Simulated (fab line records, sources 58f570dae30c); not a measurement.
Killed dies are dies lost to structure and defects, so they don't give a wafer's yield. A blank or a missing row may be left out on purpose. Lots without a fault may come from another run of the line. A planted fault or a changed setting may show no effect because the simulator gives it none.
One fault seen from 2 desks | flow berkeley_cmos170 | each desk has only its own numbers; what lay behind them comes last

THE METROLOGY DESK
What the gauges read, lot by lot, whatever tool the lot ran on: means of the sampled wafers that have a number. A lot is out of limits, marked OUT, if its mean lies more than 4 standard deviations from the usual mean; the brackets give that distance.
Columns: A = NWELL_NITRIDE_THK at UCB170_NWELL_THK_MEAS_05, usual 224.2 nm; B = PWELL_OXIDE_THK at UCB170_PWELL_THK_MEAS_03, usual 26.0 nm
lot  | first seen here | A     | B
L146 | day 2 12:01     | 223.4 | 26.8
L147 | day 3 01:45     | 224.9 | 26.5
L149 | day 3 01:47     | 224.9 | 26.8
L151 | day 3 08:46     | 223.2 | 25.5
L152 | day 3 21:20     | 223.9 | 25.2
L153 | day 3 21:21     | 226.7 | 25.7
L154 | day 4 04:23     | 226.5 | 26.8
L155 | day 4 04:23     | 223.7 | 26.5
L156 | day 4 09:53     | 222.8 | 25.9
L159 | day 4 17:59     | 224.7 | 26.0
L161 | day 5 09:09     | 224.0 | 25.3
L162 | day 5 13:35     | 225.0 | 26.1
L163 | day 5 20:05     | 222.5 | 25.3
L164 | day 6 02:02     | 225.3 | 26.4
This desk's finding: nothing out of limits on any of the 14 lots.

THE TOOL OWNER'S DESK: litho_track-01
The tool's own readings at UCB170_PWELL_PEB_11: means of the sampled wafers that have a number, for each lot that ran on this tool. A lot is out of limits, marked OUT, if its mean lies more than 4 standard deviations from the usual mean; the brackets give that distance.
Columns: A = heater_power_total_W at UCB170_PWELL_PEB_11, usual 56.81 W
lot  | first seen here | A
L153 | day 4 13:00     | 56.83
L155 | day 5 05:56     | 56.78
L154 | day 5 06:11     | 56.83
L159 | day 5 13:44     | 56.84
L162 | day 6 14:42     | 58.05 (+26) OUT
L163 | day 6 21:59     | 58.09 (+27) OUT
This desk's finding: out of limits on L162, L163; first on L162, day 6 14:42 (heater_power_total_W at UCB170_PWELL_PEB_11). In limits: L153, L155, L154, L159.

PUT TOGETHER
The tool owner's desk could have raised an alarm at day 6 14:42, on L162, L163.
The metrology desk saw nothing out of limits.
The metrology desk has L162, L163 on record, within its limits.
Of the lots named, all ran UCB170_PWELL_PEB_11 on litho_track-01.

WHAT THE SIMULATOR HAD PUT IN
Process parameter drift: litho_track-01, from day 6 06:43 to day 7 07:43, at UCB170_PWELL_PEB_11. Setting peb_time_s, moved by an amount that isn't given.
Lots struck among those shown: L162, L163.
Hours from the fault's start to each desk's first reading out of limits: the tool owner's desk, 8.
